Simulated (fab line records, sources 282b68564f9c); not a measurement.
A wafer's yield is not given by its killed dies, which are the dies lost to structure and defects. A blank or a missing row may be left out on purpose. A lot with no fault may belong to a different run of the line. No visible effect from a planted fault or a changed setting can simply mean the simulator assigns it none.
fab line records	flow rit_cmos
[record] lots = 14	wafers = 42	last_day = 7
route steps=202 shown ACTIVE@5 GATE@84 NSD@137
lots untouched by any fault: they come from a run of this same line in which no faults occurred
start_h: the number of hours between the record's first day and the start of the first shown wafer of the lot	wait_h: time in hours since the lot's previous step	" as in the row above	L1.1+2: a row that stands for several wafers	- no value present, or no start provided	* or withheld: withheld	< > ~ a bound
route shown NAME@n: NAME is a module with steps in the file, n the number in the route of the first one	usual: average and standard deviation across the fault-free wafers	same: alike in all rows	chamber/n: place in a boat	sites: per-site readings	_std_site: standard deviation across them	_edge_site: outer sites' mean less inner sites'	radius_mm: for every site, how far away it sits from the centre of the wafer	mask NAME#n: copy n	behind: the tool/chamber that last shaped the wafer	hold: reason for holding the lot/hours on hold/outcome of the hold	device: names the non-switching transistor (n, p or np)	end of line: the tests these same wafers got at the end of their route	where a step has no rows: the recipe by itself	killed: not the wafer's yield, but the dies lost to structure and defects at the first sort	map: per-die view of a wafer (x killed, . not killed, _ where there is no die)
set.NAME: the run value of the setting; set.NAME@STEP: its run value at that earlier step	model.NAME: the simulator's own value behind a step, which no gauge read
steps of the route over a sample of lots; a table a step, a row a wafer
services: from which hour (start_h, from the record's first day; less than 0 if before it) a tool's chamber was out of use, for how many hours, and why
[[steps]]
[step RIT_ACTIVE_THK_MEAS_04]
[recipe] reads = Si3N4_of_ACTIVE_CVD_03
[usual] ACTIVE_NITRIDE_THK = 150.1/1.2
lot.wafer	tool	chamber	start_h	wait_h	ACTIVE_NITRIDE_THK[nm]
L179.2	film_metro-01	-	13.54	0.0	151.9
L179.4	"	-	"	"	151.6
L179.6	"	-	"	"	150.5
L182.1	film_metro-03	-	29.61	0.0	148.4
L182.2	"	-	"	"	149.1
L182.5	"	-	"	"	149.1
L183.3	film_metro-02	-	35.17	0.0	151.5
L183.4	"	-	"	"	151.5
L183.5	"	-	"	"	151.4
L184.4	film_metro-01	-	39.27	0.0	149.2
L184.5	"	-	"	"	150.5
L184.6	"	-	"	"	149.3
L185.2	film_metro-03	-	43.54	0.0	150.2
L185.3	"	-	"	"	150.1
L185.6	"	-	"	"	150.3
L186.1	film_metro-03	-	48.53	0.0	149.9
L186.2	"	-	"	"	149.5
L186.6	"	-	"	"	150.6
L187.3	film_metro-03	-	53.86	0.0	148.4
L187.5	"	-	"	"	149.5
L187.6	"	-	"	"	148.7
L188.1	film_metro-02	-	58.53	0.0	151.0
L188.2	"	-	"	"	150.1
L188.6	"	-	"	"	150.4
L189.3	film_metro-01	-	63.87	0.0	149.8
L189.4	"	-	"	"	148.6
L189.5	"	-	"	"	149.4
L192.2	film_metro-02	-	78.54	0.0	150.0
L192.3	"	-	"	"	149.4
L192.6	"	-	"	"	149.9
L193.2	film_metro-02	-	83.54	0.0	150.1
L193.4	"	-	"	"	149.5
L193.5	"	-	"	"	149.7
L194.3	film_metro-02	-	88.55	0.0	151.1
L194.4	"	-	"	"	150.6
L194.6	"	-	"	"	151.6
L200.1	film_metro-02	-	118.53	0.0	150.6
L200.3	"	-	"	"	152.0
L200.4	"	-	"	"	152.1
L201.1	film_metro-02	-	123.53	0.0	147.7
L201.3	"	-	"	"	148.9
L201.5	"	-	"	"	149.0
[step RIT_GATE_CVD_08]
[recipe] material = poly-Si	target_thk_nm = 250	temp_c = 610	precursor = SiH4	time_s = 2220	pressure_mtorr = 300	sih4_flow_sccm = 100
[usual] spike_tc_centre_C = 611.9/1.4	spike_tc_load_C = 632.5/2.4	spike_tc_source_C = 631.1/2.5	susceptor_temp_C = 609.97/0.23
lot.wafer	tool	chamber	start_h	wait_h	spike_tc_centre_C	spike_tc_load_C	spike_tc_source_C	susceptor_temp_C
L179.2	lpcvd-01	1	43.27	0.0	612.0	630.4	632.1	610.17
L179.4	"	1	"	"	611.5	628.8	629.9	609.80
L179.6	"	1	"	"	612.5	630.4	629.4	609.94
L182.1	lpcvd-01	1	51.07	0.1	611.2	629.9	632.4	609.87
L182.2	"	1	"	"	613.3	630.0	632.1	609.95
L182.5	"	1	"	"	614.7	630.4	634.3	609.94
L183.3	lpcvd-01	0	55.06	0.1	613.1	631.3	630.9	610.08
L183.4	"	0	"	"	608.3	632.1	631.5	610.13
L183.5	"	0	"	"	610.0	631.2	630.3	610.04
L184.4	lpcvd-02	1	60.82	0.9	611.8	637.3	627.9	610.02
L184.5	"	1	"	"	611.3	636.3	628.3	610.06
L184.6	"	1	"	"	610.7	635.4	628.1	610.38
L185.2	lpcvd-01	0	65.08	0.0	613.4	630.6	631.7	609.94
L185.3	"	0	"	"	610.3	632.0	631.8	609.93
L185.6	"	0	"	"	609.8	632.3	630.7	609.83
L186.1	lpcvd-02	1	68.71	0.1	612.6	635.2	627.4	609.96
L186.2	"	1	"	"	610.9	636.4	627.3	610.27
L186.6	"	1	"	"	611.0	634.7	628.7	610.11
L187.3	lpcvd-01	1	74.45	0.0	612.5	630.6	630.9	609.99
L187.5	"	1	"	"	610.0	629.6	631.2	610.13
L187.6	"	1	"	"	611.0	629.4	631.7	610.45
L188.1	lpcvd-02	1	78.44	0.1	610.6	635.4	627.6	610.02
L188.2	"	1	"	"	611.4	635.8	626.7	609.73
L188.6	"	1	"	"	612.7	635.9	627.8	610.07
L189.3	lpcvd-01	1	83.66	0.0	611.9	629.5	629.5	610.40
L189.4	"	1	"	"	611.6	631.3	631.4	609.89
L189.5	"	1	"	"	613.5	631.4	630.5	610.34
L192.2	lpcvd-01	1	98.36	0.0	628.8	645.7	646.5	625.09
L192.3	"	1	"	"	628.4	646.0	647.1	624.82
L192.6	"	1	"	"	627.8	647.1	645.5	625.13
L193.2	lpcvd-02	0	103.20	0.0	612.6	632.9	634.2	610.13
L193.4	"	0	"	"	614.2	633.4	633.6	610.23
L193.5	"	0	"	"	614.7	634.2	635.5	609.84
L194.3	lpcvd-01	1	108.08	0.0	627.2	645.5	646.4	624.88
L194.4	"	1	"	"	627.9	644.5	645.4	624.84
L194.6	"	1	"	"	629.5	645.9	646.6	624.82
L200.1	lpcvd-02	1	138.69	0.1	612.1	634.6	627.3	610.15
L200.3	"	1	"	"	612.7	634.9	627.2	610.34
L200.4	"	1	"	"	609.9	634.3	625.9	610.08
L201.1	lpcvd-02	1	143.70	0.1	612.2	635.6	627.4	609.77
L201.3	"	1	"	"	611.1	635.9	628.5	609.67
L201.5	"	1	"	"	612.9	635.0	628.4	609.54
[step RIT_GATE_THK_MEAS_09]
[recipe] reads = poly-Si_of_GATE_CVD_08
[usual] GATE_POLY_THK = 249.7/2.1
lot.wafer	tool	chamber	start_h	wait_h	GATE_POLY_THK[nm]
L179.2	film_metro-03	-	44.89	0.0	252.1
L179.4	"	-	"	"	251.3
L179.6	"	-	"	"	249.3
L182.1	film_metro-04	-	52.68	0.0	248.3
L182.2	"	-	"	"	247.4
L182.5	"	-	"	"	246.8
L183.3	film_metro-03	-	56.70	0.0	250.5
L183.4	"	-	"	"	249.0
L183.5	"	-	"	"	252.2
L184.4	film_metro-01	-	62.47	0.0	252.6
L184.5	"	-	"	"	251.4
L184.6	"	-	"	"	252.7
L185.2	film_metro-04	-	66.71	0.0	253.1
L185.3	"	-	"	"	252.7
L185.6	"	-	"	"	251.8
L186.1	film_metro-03	-	70.32	0.0	245.9
L186.2	"	-	"	"	244.8
L186.6	"	-	"	"	247.0
L187.3	film_metro-04	-	76.08	0.0	253.8
L187.5	"	-	"	"	249.6
L187.6	"	-	"	"	252.8
L188.1	film_metro-04	-	80.06	0.0	248.8
L188.2	"	-	"	"	246.6
L188.6	"	-	"	"	248.3
L189.3	film_metro-01	-	85.29	0.0	250.0
L189.4	"	-	"	"	251.6
L189.5	"	-	"	"	249.3
L192.2	film_metro-01	-	99.99	0.0	356.9
L192.3	"	-	"	"	356.0
L192.6	"	-	"	"	357.7
L193.2	film_metro-04	-	104.83	0.0	253.1
L193.4	"	-	"	"	252.9
L193.5	"	-	"	"	252.1
L194.3	film_metro-01	-	109.72	0.0	356.0
L194.4	"	-	"	"	354.3
L194.6	"	-	"	"	353.5
L200.1	film_metro-03	-	140.31	0.0	251.2
L200.3	"	-	"	"	250.5
L200.4	"	-	"	"	250.7
L201.1	film_metro-04	-	145.32	0.0	249.6
L201.3	"	-	"	"	248.3
L201.5	"	-	"	"	249.3
[step RIT_GATE_OVL_MEAS_17]
[usual] GATE_OVL = -0.7/1.2
lot.wafer	tool	chamber	start_h	wait_h	GATE_OVL[nm]
L179.2	overlay-02	-	46.04	0.1	-1.5
L179.4	"	-	"	"	-1.4
L179.6	"	-	"	"	0.7
L182.1	overlay-02	-	53.71	0.1	-2.0
L182.2	"	-	"	"	-1.4
L182.5	"	-	"	"	-0.3
L183.3	overlay-01	-	57.81	0.1	1.0
L183.4	"	-	"	"	0.7
L183.5	"	-	"	"	-1.3
L184.4	overlay-02	-	63.74	0.1	0.2
L184.5	"	-	"	"	-0.6
L184.6	"	-	"	"	-1.2
L185.2	overlay-02	-	67.74	0.1	-1.3
L185.3	"	-	"	"	0.1
L185.6	"	-	"	"	-0.6
L186.1	overlay-02	-	71.35	0.1	0.7
L186.2	"	-	"	"	-0.9
L186.6	"	-	"	"	1.0
L187.3	overlay-01	-	77.23	0.1	1.4
L187.5	"	-	"	"	-0.2
L187.6	"	-	"	"	-1.1
L188.1	overlay-01	-	81.08	0.1	-1.6
L188.2	"	-	"	"	-1.3
L188.6	"	-	"	"	-1.4
L189.3	overlay-01	-	86.53	0.1	-1.0
L189.4	"	-	"	"	0.1
L189.5	"	-	"	"	-0.5
L192.2	overlay-01	-	101.33	0.1	0.3
L192.3	"	-	"	"	2.1
L192.6	"	-	"	"	-0.5
L193.2	overlay-01	-	105.98	0.1	-1.5
L193.4	"	-	"	"	-2.3
L193.5	"	-	"	"	-0.8
L194.3	overlay-02	-	111.06	0.1	-0.2
L194.4	"	-	"	"	-2.1
L194.6	"	-	"	"	-1.2
L200.1	overlay-02	-	141.46	0.1	-1.1
L200.3	"	-	"	"	-1.9
L200.4	"	-	"	"	0.2
L201.1	overlay-02	-	146.48	0.1	-1.7
L201.3	"	-	"	"	-4.0
L201.5	"	-	"	"	-0.4
[step RIT_GATE_ETCH_19]
[recipe] chemistry = SF6/CHF3/O2	time_s = 165	SF6_flow_sccm = 30	CHF3_flow_sccm = 30	O2_flow_sccm = 5	target = poly-Si	pressure_mtorr = 40	rf_w = 160	target_depth_a = 3125	over_etch_frac = 0.25	stop_on = SiO2
[usual] SF6_flow_sccm = 30.00/0.086	drypump_motor_current_A = 5.6/0.38	oes_product_au = 0.840/0.0089	throttle_valve_pct = 10.24/0.18
lot.wafer	tool	chamber	start_h	wait_h	SF6_flow_sccm	drypump_motor_current_A	oes_product_au	rf_hours_counter_h	throttle_valve_pct
L179.2	rie_si-01	2	46.22	0.1	29.93	5.7	0.839	2	10.31
L179.4	"	3	"	"	29.90	5.8	0.833	146	10.21
L179.6	"	1	"	"	30.05	5.3	0.847	-	10.49
L182.1	rie_si-02	1	53.90	0.1	30.06	5.6	0.839	1	10.47
L182.2	"	2	"	"	29.92	5.4	0.829	144	9.96
L182.5	"	0	"	"	30.12	6.1	0.832	-	10.25
L183.3	rie_si-01	3	57.99	0.1	29.99	5.8	0.831	146	10.21
L183.4	"	0	"	"	29.85	4.8	0.836	131	10.18
L183.5	"	3	"	"	30.10	5.8	0.841	-	10.21
L184.4	rie_si-02	0	64.06	0.1	30.05	6.1	0.845	-	10.24
L184.5	"	1	"	"	30.04	5.6	0.848	-	10.46
L184.6	"	2	"	"	30.06	5.4	0.848	-	9.98
L185.2	rie_si-01	3	67.92	0.1	30.03	5.8	0.834	146	10.21
L185.3	"	2	"	"	30.15	5.7	0.848	3	10.32
L185.6	"	1	"	"	30.03	5.3	0.857	-	10.50
L186.1	rie_si-02	2	71.54	0.1	29.80	5.4	0.832	144	9.98
L186.2	"	1	"	"	30.14	5.6	0.837	1	10.47
L186.6	"	2	"	"	29.96	5.4	0.832	-	10.00
L187.3	rie_si-01	3	77.41	0.1	29.91	5.8	0.832	146	10.22
L187.5	"	3	"	"	29.98	5.8	0.827	-	10.20
L187.6	"	0	"	"	30.08	4.8	0.847	-	10.17
L188.1	rie_si-02	0	81.42	0.1	29.98	6.1	0.840	31	10.25
L188.2	"	1	"	"	29.93	5.6	0.835	1	10.47
L188.6	"	0	"	"	29.90	6.1	0.837	-	10.23
L189.3	rie_si-01	0	86.82	0.1	29.86	4.8	0.840	131	10.18
L189.4	"	2	"	"	29.99	5.7	0.834	3	10.32
L189.5	"	0	"	"	29.80	4.8	0.836	-	10.17
L192.2	rie_si-02	0	101.51	0.1	29.99	6.1	1.006	31	10.25
L192.3	"	3	"	"	29.84	5.9	1.024	0	10.01
L192.6	"	2	"	"	29.97	5.5	1.012	-	9.97
L193.2	rie_si-01	3	106.16	0.1	29.99	5.8	0.843	146	10.23
L193.4	"	0	"	"	29.84	4.8	0.856	131	10.17
L193.5	"	1	"	"	30.11	5.3	0.848	-	10.51
L194.3	rie_si-02	3	111.24	0.1	29.97	5.9	1.005	0	10.00
L194.4	"	2	"	"	29.83	5.4	1.000	-	9.97
L194.6	"	0	"	"	30.02	6.1	1.003	-	10.24
L200.1	rie_si-02	0	141.65	0.1	29.98	6.1	0.851	31	10.24
L200.3	"	2	"	"	29.94	5.4	0.842	145	9.98
L200.4	"	3	"	"	30.01	5.9	0.856	1	10.00
L201.1	rie_si-01	1	146.76	0.1	29.94	5.3	0.839	80	10.48
L201.3	"	3	"	"	29.96	5.8	0.829	0	10.22
L201.5	"	2	"	"	30.21	5.7	0.840	-	10.32
[step RIT_NSD_OVL_MEAS_06]
[usual] NSD_OVL = -0.7/1.3
lot.wafer	tool	chamber	start_h	wait_h	NSD_OVL[nm]
L179.2	overlay-01	-	56.12	-	0.8
L179.4	"	-	"	"	-1.0
L179.6	"	-	"	"	1.9
L182.1	overlay-02	-	64.16	-	-1.4
L182.2	"	-	"	"	-2.3
L182.5	"	-	"	"	-3.3
L183.3	overlay-01	-	68.36	-	0.3
L183.4	"	-	"	"	2.6
L183.5	"	-	"	"	0.2
L184.4	overlay-02	-	73.99	-	0.5
L184.5	"	-	"	"	-1.4
L184.6	"	-	"	"	-2.0
L185.2	overlay-01	-	77.74	-	-0.6
L185.3	"	-	"	"	-0.2
L185.6	"	-	"	"	-0.6
L186.1	overlay-02	-	81.65	-	-1.0
L186.2	"	-	"	"	-1.4
L186.6	"	-	"	"	-0.7
L187.3	overlay-01	-	87.40	-	0.3
L187.5	"	-	"	"	-1.5
L187.6	"	-	"	"	-0.5
L188.1	overlay-01	-	91.36	-	1.2
L188.2	"	-	"	"	0.1
L188.6	"	-	"	"	1.2
L189.3	overlay-02	-	96.83	-	0.2
L189.4	"	-	"	"	0.1
L189.5	"	-	"	"	-1.2
L193.2	overlay-02	-	117.27	-	-0.2
L193.4	"	-	"	"	-0.6
L193.5	"	-	"	"	-1.4
L200.1	overlay-02	-	152.56	-	-2.8
L200.3	"	-	"	"	-3.0
L200.4	"	-	"	"	-1.6
L201.1	overlay-02	-	156.68	-	-1.4
L201.3	"	-	"	"	-0.9
L201.5	"	-	"	"	-2.9
[[services]]
tool	chamber	start_h	hours	kind
rie_si-01	2	49.87	1.8	repair
lpcvd-02	-	56.49	4.3	pm
rie_si-02	3	60.33	-	clean
rie_si-02	3	60.33	28.1	scheduled_down
rie_si-02	3	60.33	28.1	vent_cycle
rie_si-02	1	90.28	1.9	repair
rie_si-02	1	98.12	23.4	repair
lpcvd-01	-	111.01	1.0	repair
rie_si-01	-	120.46	2.8	pm
rie_si-01	3	128.29	-	clean
rie_si-01	3	128.29	16.4	scheduled_down
rie_si-01	3	128.29	16.4	vent_cycle
rie_si-02	2	142.98	3.7	repair
rie_si-02	2	146.71	-	clean
rie_si-02	2	146.71	17.2	scheduled_down
rie_si-02	2	146.71	17.2	vent_cycle
[[key]]
[first_sign] step = RIT_GATE_CVD_08	reading = susceptor_temp_C	direction = up	sigmas = 65	usual = *	struck = *
[effect] step = RIT_GATE_CVD_08	reading = spike_tc_centre_C	direction = up	sigmas = 12	usual = 611.9	struck = 628.3
[effect] step = RIT_GATE_THK_MEAS_09	reading = GATE_POLY_THK	direction = up	sigmas = 51	usual = 249.7	struck = 355.8
[effect] step = RIT_GATE_ETCH_19	reading = oes_product_au	direction = up	sigmas = 19	usual = 0.840	struck = 1.008
met_at RIT_GATE_CVD_08
struck_lots L192,L194
struck_wafers L192.2,L192.3,L192.6,L194.3,L194.4,L194.6
later_rows_left_out L192.2,L192.3,L192.6,L194.3,L194.4,L194.6
sort_left_out L192.2,L192.3,L192.6,L194.3,L194.4,L194.6
tester_left_out L192,L194
not_acting_at RIT_ACTIVE_THK_MEAS_04,RIT_GATE_OVL_MEAS_17,RIT_NSD_OVL_MEAS_06
onset_between 83.66 98.36
[fault] kind = process_parameter_drift	tool = lpcvd-01	chamber = 1	onset_h = 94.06	steps = RIT_GATE_CVD_08	channel = temp_c	offset = *	shape = step	end_h = 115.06	acts_in = *	stated = *
// tester_left_out: of these lots the tester's yield and bins aren't shown, on N5 and GAA mostly nor the transistor test; their killed dies are dies lost to structure and defects alone, not to doping, threshold or leakage, so they don't give the yield
// sort_left_out: the simulated sort isn't trusted on such a fault, so these wafers' sort isn't shown, and their yield isn't known
// later_rows_left_out: the simulator's readings of these wafers behind a module that went badly wrong aren't trusted and aren't shown, but for the sort
